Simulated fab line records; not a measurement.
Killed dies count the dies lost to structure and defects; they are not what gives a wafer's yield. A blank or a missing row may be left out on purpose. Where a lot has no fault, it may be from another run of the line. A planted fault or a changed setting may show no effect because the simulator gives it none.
Shared-tool check	flow berkeley_cmos170	Sample size 13 lots and 39 wafers

== WHAT PROMPTED THE OPENING ==
UCB170_SDANNEAL_RS_MEAS_05, reading NLDD_RS: flagged on 1 of 13 lots. No-fault wafers: 616.0 ohm/sq, standard deviation 1.6.
Rule: flag the lot when none of its wafers has a number, or when each of its wafers that has one lies beyond 4 standard deviations from that mean. As for the other lots, they are considered sound.

lot	measured	on	NLDD_RS (ohm/sq), wafer by wafer	flag
L965	day 6 17:40	film_metro-02	614.3 614.2 614.3	
L967	day 7 02:29	film_metro-02	615.7 612.8 613.0	
L966	day 7 02:51	film_metro-01	615.9 617.1 614.9	
L969	day 7 12:02	film_metro-02	614.3 613.9 614.7	
L968	day 7 12:28	film_metro-01	617.6 615.7 616.1	
L970	day 8 02:11	film_metro-03	617.1 618.8 617.5	
L971	day 8 02:26	film_metro-02	614.0 613.5 615.0	
L974	day 8 11:46	film_metro-02	614.3 613.8 615.8	
L972	day 8 12:05	film_metro-01	655.1 653.4 654.4	FLAGGED
L984	day 10 08:35	film_metro-01	615.0 615.2 618.4	
L985	day 11 00:39	film_metro-03	617.5 617.8 617.0	
L988	day 11 16:15	film_metro-03	617.0 618.2 618.2	
L987	day 11 17:07	film_metro-03	616.4 616.1 617.9	
Average over the flagged lots: 654.3 ohm/sq; offset from the usual +38.3 ohm/sq, equal to +24 standard deviations.

== TOOL THAT RAN EACH LOT ==
The record holds 1 process step before the reading, out of a route of 331 steps. Every cell lists first the tool, next ch and the chambers used by the sampled wafers, and last the start.
lot	flag	UCB170_NLDD_IMPLANT_08
L965		implanter-03 ch 0, day 6 05:49
L967		implanter-01 ch 0, day 6 16:17
L966		implanter-03 ch 0, day 6 16:32
L969		implanter-03 ch 0, day 6 23:27
L968		implanter-03 ch 0, day 7 00:20
L970		implanter-01 ch 0, day 7 12:58
L971		implanter-03 ch 0, day 7 13:23
L974		implanter-03 ch 0, day 8 01:22
L972	FLAGGED	implanter-03 ch 0, day 8 02:34
L984		implanter-01 ch 0, day 9 22:29
L985		implanter-04 ch 0, day 10 15:10
L988		implanter-01 ch 0, day 10 23:04
L987		implanter-04 ch 0, day 10 23:28
These steps, and what they do:
- UCB170_NLDD_IMPLANT_08
- UCB170_SDANNEAL_RS_MEAS_05: measures by four-point-probe.

== FLAGGED AGAINST TOTAL, ONE TOOL AT A TIME (gauges that did the reading follow at the end) ==
step	tool	lots run	flagged	share of the flagged lots	sound lots run after its first flagged lot
UCB170_NLDD_IMPLANT_08	implanter-01	4	0	none	-
UCB170_NLDD_IMPLANT_08	implanter-03	7	1	all	0
UCB170_NLDD_IMPLANT_08	implanter-04	2	0	none	-
UCB170_SDANNEAL_RS_MEAS_05	film_metro-01	4	1	all	1 (L984)
UCB170_SDANNEAL_RS_MEAS_05	film_metro-02	5	0	none	-
UCB170_SDANNEAL_RS_MEAS_05	film_metro-03	4	0	none	-

== THE TABLE: WHAT IT ALLOWS ==
2 rows of the table ran every flagged lot: implanter-03 at UCB170_NLDD_IMPLANT_08, film_metro-01 at UCB170_SDANNEAL_RS_MEAS_05.
- implanter-03 at UCB170_NLDD_IMPLANT_08: 1 of its 7 lots flagged. It ran its last sound lot, L974, at day 8 01:22 and its first flagged lot, L972, at day 8 02:34: a fault with its onset between the two fits.
- film_metro-01 at UCB170_SDANNEAL_RS_MEAS_05: 1 of its 4 lots flagged. Sound lots ran on it after the first flagged one (L984), which a lasting fault on the whole tool wouldn't allow.
What remains is a single tool, implanter-03 at UCB170_NLDD_IMPLANT_08.

== WHAT WAS PUT IN BY THE SIMULATOR ==
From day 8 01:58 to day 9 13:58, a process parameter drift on implanter-03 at UCB170_NLDD_IMPLANT_08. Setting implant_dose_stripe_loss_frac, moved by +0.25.
Struck lots among those shown: L972. The rule given above showed the same thing.
